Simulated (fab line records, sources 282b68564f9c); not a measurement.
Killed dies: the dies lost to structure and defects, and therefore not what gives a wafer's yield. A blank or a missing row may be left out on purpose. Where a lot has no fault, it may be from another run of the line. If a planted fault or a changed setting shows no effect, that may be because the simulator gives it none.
Problem report, 8D (eight disciplines) form, completed by code / flow rit cmos / the parts of the form that need people (team, actions taken, sign-off) are left out

## 1. WHAT IS WRONG
Mean of spin speed rpm at RIT_CONTACT_COAT_03: 3489.9 rpm across 6 wafers in 2 lots; on wafers with no fault it is 3249.8 rpm (standard deviation 2.2). That is +99 or more standard deviations from the usual mean.
The step: resist thk 1000 nm.
Seen first at day 6 06:07 on litho track-04, wafer L665.1. The record holds 18 wafers of 6 lots with a number at this step. Rule for "out", or "out of limits": more than 4 standard deviations from the usual mean. All remaining wafers that have a number are taken as sound.

## 2. WHAT IT IS AND WHAT IT IS NOT
question=which readings at this step | is=spin speed rpm | is not=dispense pressure kPa
question=which lots | is=L665, L669 | is not=L658, L660, L666, L668
question=which wafers of those lots | is=all that have a number | is not=-
question=read on which tools | is=litho track-04 | is not=litho track-02, litho track-03
question=when | is=from day 6 06:07 | is not=up to then (6 sound wafers); but 6 sound wafers of L666, L668 came after

## 3. WHAT RULES OUT EACH SUSPECT
Counting: a tool stays on the suspect list if, at a process step up to the reading, it processed all lots that are out and no sound lot following the first of them.
- pvd sputter-03 at RIT_SILICIDE_SPUTTER_01 (material Ti, target thk 30 nm, time 240 s): kept. It ran every lot that is out, first L665 (day 6 05:22), and no sound lot after that.
- rtp anneal-02 at RIT_SILICIDE_RTA_04 (time 10 s, ramp up 5 s, ramp down 5 s): kept. It ran every lot that is out, first L665 (day 6 05:41), and no sound lot after that.
- rtp anneal-01 at RIT_SILICIDE_RTA_06 (time 10 s, ramp up 5 s, ramp down 10 s): kept. It ran every lot that is out, first L665 (day 6 05:47), and no sound lot after that.
- litho track-04 at RIT_CONTACT_COAT_03 (resist thk 1000 nm): kept. All lots that are out passed through it, beginning with L665 at day 6 06:07, and no sound lot followed; its final sound lot before that point was L660 at day 5 04:22. Out on those wafers are its own readings of spin speed rpm.
Left after counting: pvd sputter-03 at RIT_SILICIDE_SPUTTER_01, rtp anneal-02 at RIT_SILICIDE_RTA_04, rtp anneal-01 at RIT_SILICIDE_RTA_06, litho track-04 at RIT_CONTACT_COAT_03.

## 4. THE CAUSE (what the simulator had put in)
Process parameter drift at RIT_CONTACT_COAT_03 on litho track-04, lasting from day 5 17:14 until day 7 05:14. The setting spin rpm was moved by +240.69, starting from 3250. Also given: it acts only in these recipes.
Counting left 4 suspects, and this tool is among them.

## 5. THE EFFECT CHAIN, in route order
Rows list readings where the struck wafers' mean (over those with a number) sits beyond 3 standard deviations from the usual. Readings are gone through only where the record gives a usual standard deviation; hours: the median, over the lots, of the time from a lot's start at the first step in this table giving one to that lot's start at this step; sigmas: the change measured in usual standard deviations.
hours=0; step=RIT_CONTACT_COAT_03; reading=spin speed rpm; usual=3249.8 rpm; on struck wafers=3489.9; change=+240.1; sigmas=+99 or more
The process steps in it:
- RIT_CONTACT_COAT_03: resist thk 1000 nm.
At these later measuring or inspecting steps, every struck wafer for which the step has a row has a number for every such reading, and none has moved that far: RIT_CONTACT_CD_MEAS_08, RIT_CONTACT_OVL_MEAS_09.

## 6. WHAT WOULD HAVE CAUGHT IT SOONER
In this record no reading fell out of limits until day 6 06:07, 13 hours after the fault had begun at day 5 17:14.
